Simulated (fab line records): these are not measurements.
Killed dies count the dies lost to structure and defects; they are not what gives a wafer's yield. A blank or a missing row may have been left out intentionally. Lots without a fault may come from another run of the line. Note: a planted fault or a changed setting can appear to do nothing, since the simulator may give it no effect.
Which of the tools did it? -- flow rit cmos -- 14 lots, 42 wafers sampled, at 2 steps of a route of 202

## WHAT EACH GAUGE READ, for each wafer
No reading from a measuring or inspecting step in the record can be judged against a usual standard deviation.

## EACH LOT AND THE TOOL THAT RAN IT (in order: tool; ch and the chambers of the sampled wafers; start)
lot,RIT_ACTIVE_STRIP_14,RIT_M1_PROBE_99
L468,"plasma asher-03 ch 0,1, day 1 15:31",-
L469,"plasma asher-04 ch 0,1, day 1 20:04",-
L471,"plasma asher-04 ch 0,1, day 2 06:02",-
L473,"plasma asher-03 ch 0,1, day 2 15:58","prober-01, day 4 10:28"
L474,"plasma asher-04 ch 0,1, day 2 20:50",-
L475,"plasma asher-01 ch 0,1, day 3 02:41","prober-01, day 4 20:29"
L477,"plasma asher-04 ch 1, day 3 12:31","prober-01, day 5 06:40"
L478,"plasma asher-03 ch 0,1, day 3 16:58","prober-02, day 5 11:05"
L479,"plasma asher-01 ch 0, day 3 21:58","prober-01, day 5 15:44"
L483,"plasma asher-04 ch 1, day 4 17:58",-
L484,"plasma asher-04 ch 0,1, day 4 22:58",-
L487,"plasma asher-04 ch 0,1, day 5 13:58",-
L488,"plasma asher-04 ch 0,1, day 5 18:50",-
L489,"plasma asher-01 ch 0,1, day 5 23:50",-
- RIT_ACTIVE_STRIP_14: strips in O2, time 180 s.
- RIT_M1_PROBE_99

## AS READ BY THE TOOLS THEMSELVES (means over the sampled wafers that have a number; for cases with no such wafer, the mark the record gives instead)
RIT_ACTIVE_STRIP_14.
lot,tool,chamber pressure mTorr (mTorr),drypump motor current A (A)
L468,plasma asher-03,4001,5.7
L469,plasma asher-04,3999,5.2
L471,plasma asher-04,4002,5.2
L473,plasma asher-03,4002,5.6
L474,plasma asher-04,3999,5.3
L475,plasma asher-01,4002,6.1
L477,plasma asher-04,3998,5.1
L478,plasma asher-03,3995,5.8
L479,plasma asher-01,4001,6.2
L483,plasma asher-04,4001,5.1
L484,plasma asher-04,3998,5.2
L487,plasma asher-04,4801,5.1
L488,plasma asher-04,4803,5.3
L489,plasma asher-01,3999,6.1

RIT_M1_PROBE_99.
lot,tool,killed at contacts,killed at front end,killed dies,killed open,killed short
L473,prober-01,0.0,6,6,2.3,3.3
L475,prober-01,0.0,16,16,5.3,10.3
L477,prober-01,0.0,8,8,3.7,4.3
L478,prober-02,0.3,4,4,3.0,1.3
L479,prober-01,0.0,5,5,2.0,2.7

## THE ANSWER, worked out from the rows above alone
Rule: what is usual is taken from the lots themselves. The widest of any qualifying gaps counts: lots, ordered by their means at a reading, are off when they make up no more than a third of the lots, leave a main group of 4 or more, and stand apart from it by 3 or more times the standard deviation of that group's means. A main group is skipped when, at the precision printed for the reading in the tables above, its means are all equal. A lot without any number at a reading at which 4 lots or more have one is off too. Any other lot the step has rows for is counted as sound. The gauges are gone through in route order, then the tools' own readings, and for those a lot's mean is taken as printed above. At the first step where some lot is off, the reading lying furthest off is the one used; lots without a number count as furthest.
Off: L487, L488 (RIT_ACTIVE_STRIP_14, chamber pressure mTorr). Main group: mean 4000 mTorr, sd 2.
If a tool, at that step or one of the process steps before it, ran each lot that is off and ran no sound lot following the first of them, it fits. One fits: RIT_ACTIVE_STRIP_14 on plasma asher-04. A fault onset in the window from L484 (day 4 22:58, its last sound lot) to L487 (day 5 13:58, its first lot off) fits.
On the lots that are off, the tool's own readings at RIT_ACTIVE_STRIP_14 differ by more than 5 times the standard deviation of the sound lots' means, which bears it out; chamber pressure mTorr reads 4802 mTorr there versus 4000 mTorr on the sound lots.

## WHAT THE SIMULATOR PUT IN
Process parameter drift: plasma asher-04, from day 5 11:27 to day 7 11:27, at RIT_ACTIVE_STRIP_14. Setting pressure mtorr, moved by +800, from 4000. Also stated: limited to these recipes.
Struck lots among those shown: L487, L488. The same result came from the rule above.
